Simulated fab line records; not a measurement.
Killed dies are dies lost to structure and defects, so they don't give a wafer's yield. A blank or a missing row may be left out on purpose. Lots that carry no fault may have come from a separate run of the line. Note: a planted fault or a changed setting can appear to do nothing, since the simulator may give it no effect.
2 desks looking at one fault :: flow berkeleyCmos170 :: only its own numbers are on each desk; what lay behind them is given at the end

## FROM THE METROLOGY DESK
What the gauges read, lot by lot, whatever tool the lot ran on: means of the sampled wafers that have a number. If a lot's mean is further than 4 standard deviations from the usual mean, the lot is out of limits and carries the mark OUT (the distance appears in the brackets).
Columns: A = ACTIVE_NITRIDE_THK at UCB170_ACTIVE_THK_MEAS_06, usual 219.5 nm
lot: L341
first seen here: day 4 06:57
A: 215.8

lot: L342
first seen here: day 4 06:58
A: 219.7

lot: L343
first seen here: day 4 17:31
A: 221.0

lot: L344
first seen here: day 4 17:31
A: 221.7

lot: L346
first seen here: day 4 23:51
A: 220.5

lot: L347
first seen here: day 4 23:51
A: 217.4

lot: L345
first seen here: day 4 23:53
A: 217.9

lot: L348
first seen here: day 5 11:47
A: 222.4

lot: L351
first seen here: day 5 23:36
A: 220.5

lot: L354
first seen here: day 6 11:43
A: 219.1

lot: L358
first seen here: day 7 12:30
A: 277.3 (+30) OUT

lot: L362
first seen here: day 8 13:46
A: 219.2

lot: L363
first seen here: day 8 13:46
A: 220.3
This desk reports L358 out of limits; the earliest was L358 at day 7 12:30 (ACTIVE_NITRIDE_THK at UCB170_ACTIVE_THK_MEAS_06). L341, L342, L343, L344, L346, L347, L345, L348, L351, L354, L362, L363 stayed within limits.

## THE TOOL OWNER'S DESK: lpcvd-01
The tool's own readings at UCB170_ACTIVE_CVD_05 (deposits Si3N4 from SiH2Cl2/NH3, target thk 220 nm, time 3300 s): means of the sampled wafers that have a number, for each lot that ran on this tool. If a lot's mean is further than 4 standard deviations from the usual mean, the lot is out of limits and carries the mark OUT (the distance appears in the brackets).
Columns: A = pressureMtorr at UCB170_ACTIVE_CVD_05, usual 200.0 mTorr
lot: L341
first seen here: day 4 05:02
A: 200.2

lot: L342
first seen here: day 4 05:02
A: 200.0

lot: L343
first seen here: day 4 15:36
A: 200.4

lot: L344
first seen here: day 4 15:36
A: 199.5

lot: L345
first seen here: day 4 21:56
A: 200.0

lot: L346
first seen here: day 4 21:56
A: 200.0

lot: L347
first seen here: day 4 21:56
A: 200.0

lot: L351
first seen here: day 5 21:41
A: 199.8

lot: L354
first seen here: day 6 09:47
A: 200.0

lot: L358
first seen here: day 7 10:35
A: 199.9
This desk's finding: nothing out of limits on any of the 10 lots.

## PUT TOGETHER
Metrology desk: alarm possible at day 7 12:30 on L358.
Nothing out of limits was seen by the tool owner's desk.
Tool owner's desk: L358 on record, inside its limits.
Of the lots named, all ran UCB170_ACTIVE_CVD_05 on lpcvd-01.

## WHAT THE SIMULATOR PUT IN
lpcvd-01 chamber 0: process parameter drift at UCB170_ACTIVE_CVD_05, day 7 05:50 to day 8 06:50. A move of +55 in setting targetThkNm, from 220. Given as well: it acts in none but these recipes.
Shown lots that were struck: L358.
Hours from the fault's start to each desk's first reading out of limits: the metrology desk, 7.
